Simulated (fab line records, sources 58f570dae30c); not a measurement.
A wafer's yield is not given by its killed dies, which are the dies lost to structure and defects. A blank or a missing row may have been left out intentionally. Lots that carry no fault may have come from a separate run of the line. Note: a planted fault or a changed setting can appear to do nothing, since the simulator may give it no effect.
What tool caused it? + flow berkeley cmos170 + 45 wafers from 15 lots sampled at 2 of the route's 331 steps

## WHAT THE GAUGES SHOWED, per wafer
UCB170_NLDD_TW_MEAS_11.
| lot  | measured     | on            | NLDD_TW        |
|------|--------------|---------------|----------------|
| L952 | day 7 16:40  | film metro-03 | 2260 2255 2258 |
| L950 | day 7 17:01  | film metro-01 | 2243 2260 2257 |
| L951 | day 7 17:41  | film metro-01 | 2243 2253 2253 |
| L953 | day 7 17:49  | film metro-01 | 2253 2252 2254 |
| L957 | day 8 16:57  | film metro-04 | 2234 2233 2220 |
| L955 | day 8 17:31  | film metro-03 | 2249 2247 2254 |
| L960 | day 9 04:44  | film metro-03 | 30 30 30       |
| L959 | day 9 05:01  | film metro-04 | 30 30 30       |
| L962 | day 9 05:34  | film metro-01 | 30 30 30       |
| L964 | day 10 01:17 | film metro-01 | 2243 2255 2253 |
| L965 | day 10 11:11 | film metro-04 | 2220 2214 2209 |
| L967 | day 10 18:38 | film metro-04 | 2205 2220 2213 |
| L969 | day 11 10:28 | film metro-01 | 2241 2232 2241 |
| L968 | day 11 10:51 | film metro-01 | 2232 2235 2226 |
| L971 | day 11 19:56 | film metro-01 | 2235 2230 2232 |

## TOOL THAT RAN EACH LOT (tool first, then ch and the chambers of the sampled wafers, then the start)
| lot  | UCB170_NLDD_DEVELOP_05            |
|------|-----------------------------------|
| L952 | litho track-02 ch 0, day 7 15:00  |
| L950 | litho track-01 ch 0, day 7 16:00  |
| L951 | litho track-02 ch 0, day 7 17:00  |
| L953 | litho track-04 ch 0, day 7 17:00  |
| L957 | litho track-04 ch 0, day 8 16:00  |
| L955 | litho track-04 ch 0, day 8 16:00  |
| L960 | litho track-02 ch 0, day 9 04:00  |
| L959 | litho track-02 ch 0, day 9 04:00  |
| L962 | litho track-02 ch 0, day 9 04:00  |
| L964 | litho track-04 ch 0, day 10 00:00 |
| L965 | litho track-01 ch 0, day 10 10:00 |
| L967 | litho track-04 ch 0, day 10 17:00 |
| L969 | litho track-04 ch 0, day 11 09:00 |
| L968 | litho track-04 ch 0, day 11 10:00 |
| L971 | litho track-04 ch 0, day 11 19:00 |
- UCB170_NLDD_DEVELOP_05: develop time 45 s.

## AS READ BY THE TOOLS THEMSELVES (means over the sampled wafers that have a number; for cases with no such wafer, the mark the record gives instead)
The record holds no such reading with a usual standard deviation.

## THE ANSWER, worked out from the rows above alone
Rule: usual is defined by the lots themselves. The widest of any qualifying gaps counts: lots, ordered by their means at a reading, are off when they make up no more than a third of the lots, leave a main group of 4 or more, and stand apart from it by 3 or more times the standard deviation of that group's means. The tables above print the reading to a certain number of digits; a main group whose means all agree to those digits is not used. Also off: a lot with no number at a reading for which 4 or more lots have one. All remaining lots with rows at the step are treated as sound. After the gauges, taken in route order, come the tools' own readings; for these a lot's mean is taken, as printed above. The first step at which some lot is off is used, and at that step the reading that is off furthest; a lot without a number counts as furthest.
Off: at UCB170_NLDD_TW_MEAS_11 (NLDD_TW), L960, L959, L962. Mean 2239 and standard deviation 15 in the main group.
A tool fits if, at a process step before that reading, it ran every lot that is off, and no sound lot after the first of them. The gauges at UCB170_NLDD_TW_MEAS_11 are tried like those tools. One candidate fits, namely litho track-02 at UCB170_NLDD_DEVELOP_05. A fault onset in the window from L951 (day 7 17:00, its last sound lot) to L960 (day 9 04:00, its first lot off) fits.

## WHAT WAS PUT IN BY THE SIMULATOR
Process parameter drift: litho track-02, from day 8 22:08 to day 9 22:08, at UCB170_NLDD_DEVELOP_05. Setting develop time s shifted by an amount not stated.
Lots struck among those shown: L960, L959, L962. Same finding as the rule above.
